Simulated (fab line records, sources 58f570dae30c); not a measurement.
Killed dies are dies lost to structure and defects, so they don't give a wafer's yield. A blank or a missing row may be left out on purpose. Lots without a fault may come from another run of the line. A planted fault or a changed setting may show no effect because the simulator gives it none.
Split-lot experiment | flow berkeley_cmos170 | 5 lots, 23 wafers read, on a route of 331 steps

THE SPLIT
At UCB170_M1_METAL_ETCH_12 (etches Al in Cl2/BCl3, stops on PSG, target depth 780 nm, time 130 s), the setting icp_w was moved away from the recipe's 600 W on 11 of the 23 wafers read, by -11.2% to +9.3%. The other wafers ran this setting at the recipe's value.

The reading is taken at the split's own step.

THE READING
KrF_of_M1_COAT_04.thk_nm (the simulator's own value, which no gauge read), in nm, at UCB170_M1_METAL_ETCH_12 (etches Al in Cl2/BCl3, stops on PSG, target depth 780 nm, time 130 s). The file gives no usual value for it. The 12 wafers here that ran the recipe average 437.5 nm, standard deviation 6.9 nm.

wafer  | tool, chamber at the split | icp_w as run, W | against the recipe | KrF_of_M1_COAT_04.thk_nm, nm | against lot-mates on the recipe
L074.1 | rie_metal-02, 0            | 655.7           | +9.3%              | 403.8                        | -31.5
L074.2 | rie_metal-02, 1            | 600             | recipe             | 422.8                        | -
L074.4 | rie_metal-02, 1            | 655.7           | +9.3%              | 386.6                        | -48.7
L074.5 | rie_metal-02, 1            | 655.7           | +9.3%              | 386.5                        | -48.8
L074.6 | rie_metal-02, 0            | 600             | recipe             | 447.8                        | -
L077.1 | rie_metal-02, 0            | 600             | recipe             | 438.5                        | -
L077.2 | rie_metal-02, 0            | 544.9           | -9.2%              | 473.2                        | +33.7
L077.4 | rie_metal-02, 0            | 600             | recipe             | 440.5                        | -
L077.5 | rie_metal-02, 0            | 544.9           | -9.2%              | 472.8                        | +33.3
L077.6 | rie_metal-02, 0            | 544.9           | -9.2%              | 479.8                        | +40.3
L079.2 | rie_metal-04, 1            | 600             | recipe             | 431.9                        | -
L079.5 | rie_metal-04, 1            | 600             | recipe             | 432                          | -
L079.6 | rie_metal-04, 1            | 600             | recipe             | 431                          | -
L083.1 | rie_metal-02, 1            | 540.3           | -10.0%             | 470.1                        | +25.0
L083.2 | rie_metal-02, 0            | 600             | recipe             | 445.7                        | -
L083.3 | rie_metal-02, 1            | 540.3           | -10.0%             | 473.8                        | +28.7
L083.4 | rie_metal-02, 0            | 600             | recipe             | 444.6                        | -
L083.5 | rie_metal-02, 0            | 540.3           | -10.0%             | 480.6                        | +35.5
L082.2 | rie_metal-03, 0            | 532.8           | -11.2%             | 483.3                        | +44.8
L082.3 | rie_metal-03, 0            | 600             | recipe             | 436.2                        | -
L082.4 | rie_metal-03, 1            | 532.8           | -11.2%             | 483.9                        | +45.4
L082.5 | rie_metal-03, 1            | 600             | recipe             | 440.3                        | -
L082.6 | rie_metal-03, 0            | 600             | recipe             | 439                          | -

THE FIT
A straight line over all 23 wafers: KrF_of_M1_COAT_04.thk_nm changes by -4.28 nm for each +1% of icp_w; r = -0.97; the points scatter about the line by 6.8 nm.
The same after taking each lot's own level away (the mean of its wafers on the recipe; 23 wafers): -3.95 nm for each +1%; r = -0.97; scatter 6.6 nm.
On that fit, the largest move of icp_w shifts the reading by 44 nm.
The lots' own levels span 431.63 to 445.15 nm, that is 2.0 times the standard deviation above.
So the lot-to-lot level changes the slope little: the two slopes agree.
Check: with one of the wafers moved furthest among these (-11.2%) left out of the fit, the line predicts +41.8 nm for it against its lot-mates. It came out at +44.8 nm against them.

OTHER SPLITS ON THESE WAFERS
These wafers also went through other splits before the reading. Each is held against what the fit with the lots' levels taken away leaves over:
other split on the same wafers                 | wafers away from the commonest value | r with KrF_of_M1_COAT_04.thk_nm (lot level and that fit taken away)
UCB170_PLDD_COAT_01 resist_thk_nm              | 10                                   | -0.18
UCB170_NLDD_IMPLANT_09 dose_cm2                | 8                                    | +0.17
UCB170_NSD_PEB_04 peb_temp_c                   | 9                                    | +0.29
UCB170_BACKSIDE_HMDS_00 prime_time_s           | 2                                    | +0.01
UCB170_SILICIDE_SPUTTER_01 chamber_pressure_pa | 18                                   | -0.30
UCB170_CONTACT_COAT_04 spin_rpm                | 8                                    | +0.03
UCB170_CONTACT_ETCH_18 time_s                  | 5                                    | -0.02

THE FILE'S OWN FIT
KrF_of_M1_COAT_04.thk_nm changes by -3.87 nm for each +1% of icp_w, r = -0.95.
